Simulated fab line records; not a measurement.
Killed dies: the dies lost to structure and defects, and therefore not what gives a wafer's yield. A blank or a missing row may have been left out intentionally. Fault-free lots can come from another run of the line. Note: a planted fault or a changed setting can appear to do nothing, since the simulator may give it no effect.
The tool behind it: which one? || flow berkeley-cmos170 || Sampling: 15 lots, 45 wafers, 6 of 331 route steps

## WHAT THE GAUGES READ, wafer by wafer
UCB170_PLDD_CD_MEAS_06: target cd 1200 nm.
{"lot": "L218", "measured": "day 6 21:11", "on": "cd-sem-02", "cd-nm (nm)": "1199.1 1199.1 1200.4"}
{"lot": "L217", "measured": "day 6 21:22", "on": "cd-sem-01", "cd-nm (nm)": "1198.3 1199.7 1199.0"}
{"lot": "L220", "measured": "day 7 08:25", "on": "cd-sem-02", "cd-nm (nm)": "1200.5 1198.3 1200.3"}
{"lot": "L219", "measured": "day 7 08:39", "on": "cd-sem-01", "cd-nm (nm)": "1200.7 1200.5 1200.0"}
{"lot": "L221", "measured": "day 7 16:25", "on": "cd-sem-02", "cd-nm (nm)": "1198.8 1198.5 1200.4"}
{"lot": "L223", "measured": "day 7 22:08", "on": "cd-sem-02", "cd-nm (nm)": "1200.3 1198.7 1199.0"}
{"lot": "L226", "measured": "day 7 22:28", "on": "cd-sem-01", "cd-nm (nm)": "1203.6 1205.0 1204.6"}
{"lot": "L224", "measured": "day 7 22:47", "on": "cd-sem-02", "cd-nm (nm)": "1202.8 1202.2 1201.1"}
{"lot": "L228", "measured": "day 8 12:02", "on": "cd-sem-01", "cd-nm (nm)": "1197.9 1199.9 1198.0"}
{"lot": "L231", "measured": "day 9 11:20", "on": "cd-sem-02", "cd-nm (nm)": "1201.0 1200.7 1199.2"}
{"lot": "L230", "measured": "day 9 11:36", "on": "cd-sem-01", "cd-nm (nm)": "1201.7 1200.5 1200.6"}
{"lot": "L233", "measured": "day 9 11:50", "on": "cd-sem-02", "cd-nm (nm)": "1198.8 1199.0 1200.7"}
{"lot": "L232", "measured": "day 9 11:59", "on": "cd-sem-01", "cd-nm (nm)": "1202.1 1201.3 1201.1"}
{"lot": "L236", "measured": "day 10 06:30", "on": "cd-sem-01", "cd-nm (nm)": "1201.1 1201.9 1202.0"}
{"lot": "L239", "measured": "day 10 16:52", "on": "cd-sem-02", "cd-nm (nm)": "1200.3 1201.0 1199.6"}

UCB170_PSD_CD_MEAS_06: target cd 1200 nm.
{"lot": "L218", "measured": "day 7 03:18", "on": "cd-sem-02", "cd-nm (nm)": "1199.2 1200.0 1201.2"}
{"lot": "L217", "measured": "day 7 04:17", "on": "cd-sem-02", "cd-nm (nm)": "1197.6 1196.5 1198.3"}
{"lot": "L220", "measured": "day 7 15:39", "on": "cd-sem-02", "cd-nm (nm)": "1200.2 1200.2 1198.9"}
{"lot": "L219", "measured": "day 7 16:11", "on": "cd-sem-02", "cd-nm (nm)": "1199.4 1197.7 1199.8"}
{"lot": "L221", "measured": "day 7 23:38", "on": "cd-sem-01", "cd-nm (nm)": "1200.3 1199.2 1199.9"}
{"lot": "L223", "measured": "day 8 08:34", "on": "cd-sem-02", "cd-nm (nm)": "1200.3 1199.6 1199.7"}
{"lot": "L226", "measured": "day 8 08:16", "on": "cd-sem-01", "cd-nm (nm)": "1199.0 1198.1 1198.8"}
{"lot": "L224", "measured": "day 8 08:24", "on": "cd-sem-01", "cd-nm (nm)": "1198.0 1196.3 1197.0"}
{"lot": "L228", "measured": "day 8 22:08", "on": "cd-sem-01", "cd-nm (nm)": "1199.0 1200.0 1199.4"}
{"lot": "L231", "measured": "day 9 22:07", "on": "cd-sem-02", "cd-nm (nm)": "1199.1 1198.0 1198.3"}
{"lot": "L230", "measured": "day 9 22:23", "on": "cd-sem-01", "cd-nm (nm)": "1201.1 1201.9 1202.4"}
{"lot": "L233", "measured": "day 9 22:41", "on": "cd-sem-01", "cd-nm (nm)": "1199.2 1201.6 1201.1"}
{"lot": "L232", "measured": "day 9 23:01", "on": "cd-sem-01", "cd-nm (nm)": "1195.9 1197.5 1196.2"}
{"lot": "L236", "measured": "day 10 13:52", "on": "cd-sem-02", "cd-nm (nm)": "1198.1 1197.7 1198.9"}
{"lot": "L239", "measured": "day 11 03:04", "on": "cd-sem-02", "cd-nm (nm)": "1201.8 1202.5 1202.5"}

UCB170_M1_RS_MEAS_01: measures by four-point-probe.
{"lot": "L218", "measured": "day 7 19:05", "on": "film-metro-03", "M1_AL_RS (ohm/sq)": "0.0485 0.0482 0.0489"}
{"lot": "L217", "measured": "day 7 18:46", "on": "film-metro-02", "M1_AL_RS (ohm/sq)": "0.0482 0.0482 0.0484"}
{"lot": "L220", "measured": "day 8 03:32", "on": "film-metro-02", "M1_AL_RS (ohm/sq)": "0.0488 0.0494 0.0481"}
{"lot": "L219", "measured": "day 8 03:43", "on": "film-metro-02", "M1_AL_RS (ohm/sq)": "0.0489 0.0481 0.0485"}
{"lot": "L221", "measured": "day 8 10:29", "on": "film-metro-03", "M1_AL_RS (ohm/sq)": "0.0492 0.0484 0.0492"}
{"lot": "L223", "measured": "day 8 22:46", "on": "film-metro-01", "M1_AL_RS (ohm/sq)": "0.0477 0.0482 0.0485"}
{"lot": "L226", "measured": "day 8 20:10", "on": "film-metro-03", "M1_AL_RS (ohm/sq)": "0.0482 0.0472 0.0482"}
{"lot": "L224", "measured": "day 8 23:17", "on": "film-metro-03", "M1_AL_RS (ohm/sq)": "0.0518 0.0517 0.0524"}
{"lot": "L228", "measured": "day 9 08:07", "on": "film-metro-02", "M1_AL_RS (ohm/sq)": "0.0503 0.0515 0.0515"}
{"lot": "L231", "measured": "day 10 11:07", "on": "film-metro-03", "M1_AL_RS (ohm/sq)": "0.0487 0.0483 0.0482"}
{"lot": "L230", "measured": "day 10 12:19", "on": "film-metro-01", "M1_AL_RS (ohm/sq)": "0.0507 0.0513 0.0510"}
{"lot": "L233", "measured": "day 10 12:46", "on": "film-metro-02", "M1_AL_RS (ohm/sq)": "0.0491 0.0485 0.0482"}
{"lot": "L232", "measured": "day 10 12:20", "on": "film-metro-03", "M1_AL_RS (ohm/sq)": "0.0481 0.0484 0.0480"}
{"lot": "L236", "measured": "day 11 06:34", "on": "film-metro-01", "M1_AL_RS (ohm/sq)": "0.0490 0.0478 0.0487"}
{"lot": "L239", "measured": "day 11 15:40", "on": "film-metro-01", "M1_AL_RS (ohm/sq)": "0.0486 0.0479 0.0481"}

UCB170_M1_THK_MEAS_02: measures by xrf.
{"lot": "L218", "measured": "day 7 19:13", "on": "film-metro-03", "M1_AL_THK (nm)": "599 602 595"}
{"lot": "L217", "measured": "day 7 18:52", "on": "film-metro-02", "M1_AL_THK (nm)": "612 612 614"}
{"lot": "L220", "measured": "day 8 03:38", "on": "film-metro-02", "M1_AL_THK (nm)": "606 600 615"}
{"lot": "L219", "measured": "day 8 03:49", "on": "film-metro-02", "M1_AL_THK (nm)": "602 616 610"}
{"lot": "L221", "measured": "day 8 10:37", "on": "film-metro-03", "M1_AL_THK (nm)": "589 597 590"}
{"lot": "L223", "measured": "day 8 22:52", "on": "film-metro-01", "M1_AL_THK (nm)": "613 603 602"}
{"lot": "L226", "measured": "day 8 20:17", "on": "film-metro-03", "M1_AL_THK (nm)": "598 613 598"}
{"lot": "L224", "measured": "day 8 23:23", "on": "film-metro-03", "M1_AL_THK (nm)": "557 558 552"}
{"lot": "L228", "measured": "day 9 08:13", "on": "film-metro-02", "M1_AL_THK (nm)": "586 572 571"}
{"lot": "L231", "measured": "day 10 11:13", "on": "film-metro-03", "M1_AL_THK (nm)": "598 601 604"}
{"lot": "L230", "measured": "day 10 12:26", "on": "film-metro-01", "M1_AL_THK (nm)": "577 570 572"}
{"lot": "L233", "measured": "day 10 12:53", "on": "film-metro-02", "M1_AL_THK (nm)": "600 608 608"}
{"lot": "L232", "measured": "day 10 12:26", "on": "film-metro-03", "M1_AL_THK (nm)": "605 600 605"}
{"lot": "L236", "measured": "day 11 06:41", "on": "film-metro-01", "M1_AL_THK (nm)": "592 608 597"}
{"lot": "L239", "measured": "day 11 15:46", "on": "film-metro-01", "M1_AL_THK (nm)": "595 605 607"}

## TOOL THAT RAN EACH LOT (tool first, then ch and the chambers of the sampled wafers, then the start)
{"lot": "L218", "UCB170_CONTACT_SOFTBAKE_11": "litho-track-01 ch 0, day 7 19:02 or earlier", "UCB170_M1_SPUTTER_00": "pvd-sputter-02, day 7 19:02"}
{"lot": "L217", "UCB170_CONTACT_SOFTBAKE_11": "litho-track-04 ch 0, day 7 18:41 or earlier", "UCB170_M1_SPUTTER_00": "pvd-sputter-04, day 7 18:41"}
{"lot": "L220", "UCB170_CONTACT_SOFTBAKE_11": "litho-track-04 ch 0, day 8 03:25 or earlier", "UCB170_M1_SPUTTER_00": "pvd-sputter-02, day 8 03:25"}
{"lot": "L219", "UCB170_CONTACT_SOFTBAKE_11": "litho-track-01 ch 0, day 8 03:37 or earlier", "UCB170_M1_SPUTTER_00": "pvd-sputter-01, day 8 03:37"}
{"lot": "L221", "UCB170_CONTACT_SOFTBAKE_11": "litho-track-04 ch 0, day 8 10:26 or earlier", "UCB170_M1_SPUTTER_00": "pvd-sputter-01, day 8 10:26"}
{"lot": "L223", "UCB170_CONTACT_SOFTBAKE_11": "litho-track-04 ch 0, day 8 22:40 or earlier", "UCB170_M1_SPUTTER_00": "pvd-sputter-02, day 8 22:40"}
{"lot": "L226", "UCB170_CONTACT_SOFTBAKE_11": "litho-track-01 ch 0, day 8 20:05 or earlier", "UCB170_M1_SPUTTER_00": "pvd-sputter-04, day 8 20:05"}
{"lot": "L224", "UCB170_CONTACT_SOFTBAKE_11": "litho-track-01 ch 0, day 8 23:12 or earlier", "UCB170_M1_SPUTTER_00": "pvd-sputter-04, day 8 23:12"}
{"lot": "L228", "UCB170_CONTACT_SOFTBAKE_11": "litho-track-01 ch 0, day 9 08:01 or earlier", "UCB170_M1_SPUTTER_00": "pvd-sputter-04, day 9 08:01"}
{"lot": "L231", "UCB170_CONTACT_SOFTBAKE_11": "litho-track-04 ch 0, day 10 11:02 or earlier", "UCB170_M1_SPUTTER_00": "pvd-sputter-02, day 10 11:02"}
{"lot": "L230", "UCB170_CONTACT_SOFTBAKE_11": "litho-track-04 ch 0, day 10 12:14 or earlier", "UCB170_M1_SPUTTER_00": "pvd-sputter-04, day 10 12:14"}
{"lot": "L233", "UCB170_CONTACT_SOFTBAKE_11": "litho-track-04 ch 0, day 10 12:43 or earlier", "UCB170_M1_SPUTTER_00": "pvd-sputter-02, day 10 12:43"}
{"lot": "L232", "UCB170_CONTACT_SOFTBAKE_11": "litho-track-02 ch 0, day 10 12:14 or earlier", "UCB170_M1_SPUTTER_00": "pvd-sputter-02, day 10 12:14"}
{"lot": "L236", "UCB170_CONTACT_SOFTBAKE_11": "litho-track-02 ch 0, day 11 06:29 or earlier", "UCB170_M1_SPUTTER_00": "pvd-sputter-01, day 11 06:29"}
{"lot": "L239", "UCB170_CONTACT_SOFTBAKE_11": "litho-track-02 ch 0, day 11 15:35 or earlier", "UCB170_M1_SPUTTER_00": "pvd-sputter-02, day 11 15:35"}
- UCB170_CONTACT_SOFTBAKE_11: time 62.87 s.
- UCB170_M1_SPUTTER_00: material Al, target thk 600 nm, time 80 s.

## AS READ BY THE TOOLS THEMSELVES (means over the sampled wafers that have a number; for cases with no such wafer, the mark the record gives instead)
UCB170_CONTACT_SOFTBAKE_11.
{"lot": "L218", "tool": "litho-track-01", "plate-sensor-t-centre-C (C)": 131.40, "plate-sensor-t-edge-C (C)": 131.53}
{"lot": "L217", "tool": "litho-track-04", "plate-sensor-t-centre-C (C)": 131.41, "plate-sensor-t-edge-C (C)": 131.53}
{"lot": "L220", "tool": "litho-track-04", "plate-sensor-t-centre-C (C)": 131.40, "plate-sensor-t-edge-C (C)": 131.53}
{"lot": "L219", "tool": "litho-track-01", "plate-sensor-t-centre-C (C)": 131.41, "plate-sensor-t-edge-C (C)": 131.53}
{"lot": "L221", "tool": "litho-track-04", "plate-sensor-t-centre-C (C)": 131.41, "plate-sensor-t-edge-C (C)": 131.54}
{"lot": "L223", "tool": "litho-track-04", "plate-sensor-t-centre-C (C)": 131.41, "plate-sensor-t-edge-C (C)": 131.53}
{"lot": "L226", "tool": "litho-track-01", "plate-sensor-t-centre-C (C)": 131.41, "plate-sensor-t-edge-C (C)": 131.54}
{"lot": "L224", "tool": "litho-track-01", "plate-sensor-t-centre-C (C)": 131.41, "plate-sensor-t-edge-C (C)": 131.54}
{"lot": "L228", "tool": "litho-track-01", "plate-sensor-t-centre-C (C)": 131.40, "plate-sensor-t-edge-C (C)": 131.53}
{"lot": "L231", "tool": "litho-track-04", "plate-sensor-t-centre-C (C)": 131.41, "plate-sensor-t-edge-C (C)": 131.53}
{"lot": "L230", "tool": "litho-track-04", "plate-sensor-t-centre-C (C)": 131.41, "plate-sensor-t-edge-C (C)": 131.53}
{"lot": "L233", "tool": "litho-track-04", "plate-sensor-t-centre-C (C)": 131.40, "plate-sensor-t-edge-C (C)": 131.53}
{"lot": "L232", "tool": "litho-track-02", "plate-sensor-t-centre-C (C)": 131.41, "plate-sensor-t-edge-C (C)": 131.53}
{"lot": "L236", "tool": "litho-track-02", "plate-sensor-t-centre-C (C)": 131.41, "plate-sensor-t-edge-C (C)": 131.53}
{"lot": "L239", "tool": "litho-track-02", "plate-sensor-t-centre-C (C)": 131.41, "plate-sensor-t-edge-C (C)": 131.54}

UCB170_M1_SPUTTER_00.
{"lot": "L218", "tool": "pvd-sputter-02", "throttle-valve-pct (%)": 29.8}
{"lot": "L217", "tool": "pvd-sputter-04", "throttle-valve-pct (%)": 29.8}
{"lot": "L220", "tool": "pvd-sputter-02", "throttle-valve-pct (%)": 31.0}
{"lot": "L219", "tool": "pvd-sputter-01", "throttle-valve-pct (%)": 30.3}
{"lot": "L221", "tool": "pvd-sputter-01", "throttle-valve-pct (%)": 29.5}
{"lot": "L223", "tool": "pvd-sputter-02", "throttle-valve-pct (%)": 30.8}
{"lot": "L226", "tool": "pvd-sputter-04", "throttle-valve-pct (%)": 30.6}
{"lot": "L224", "tool": "pvd-sputter-04", "throttle-valve-pct (%)": 29.7}
{"lot": "L228", "tool": "pvd-sputter-04", "throttle-valve-pct (%)": 30.2}
{"lot": "L231", "tool": "pvd-sputter-02", "throttle-valve-pct (%)": 30.3}
{"lot": "L230", "tool": "pvd-sputter-04", "throttle-valve-pct (%)": 29.6}
{"lot": "L233", "tool": "pvd-sputter-02", "throttle-valve-pct (%)": 29.8}
{"lot": "L232", "tool": "pvd-sputter-02", "throttle-valve-pct (%)": 30.3}
{"lot": "L236", "tool": "pvd-sputter-01", "throttle-valve-pct (%)": 31.3}
{"lot": "L239", "tool": "pvd-sputter-02", "throttle-valve-pct (%)": 29.1}

## THE ANSWER, worked out from the rows above alone
Rule: what is usual is taken from the lots themselves. Put in order of their means at a reading, lots are off if they are a third of the lots or fewer, leave a main group of 4 or more, and stand apart from it by a gap of 3 or more times the standard deviation of the main group's means; of several such gaps the widest counts. A main group whose means are all the same, to the digits that the tables above print for the reading, isn't used. A lot without any number at a reading at which 4 lots or more have one is off too. Any other lot the step has rows for is counted as sound. After the gauges, taken in route order, come the tools' own readings; for these a lot's mean is taken, as printed above. The first step at which some lot is off is used, and at that step the reading that is off furthest; a lot without a number counts as furthest.
Off: L224, L228, L230, seen at UCB170_M1_RS_MEAS_01 (M1_AL_RS). For the main group the mean is 0.0484 ohm/sq and the standard deviation 0.00028.
A tool fits if, at a process step before that reading, it ran every lot that is off, and no sound lot after the first of them. Gauges at UCB170_M1_RS_MEAS_01: tried the same way as those tools. UCB170_CONTACT_SOFTBAKE_11: start missing for some lots; hours and lot order therefore follow UCB170_M1_SPUTTER_00. One candidate fits, namely pvd-sputter-04 at UCB170_M1_SPUTTER_00. Its last sound lot is L226 (day 8 20:05), its first lot that is off L224 (day 8 23:12): a fault that began between those two fits.

## WHAT WAS PUT IN BY THE SIMULATOR
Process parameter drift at UCB170_M1_SPUTTER_00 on pvd-sputter-04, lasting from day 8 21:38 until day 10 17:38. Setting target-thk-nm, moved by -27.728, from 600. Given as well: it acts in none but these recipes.
Lots struck among those shown: L224, L228, L230. The same result came from the rule above.
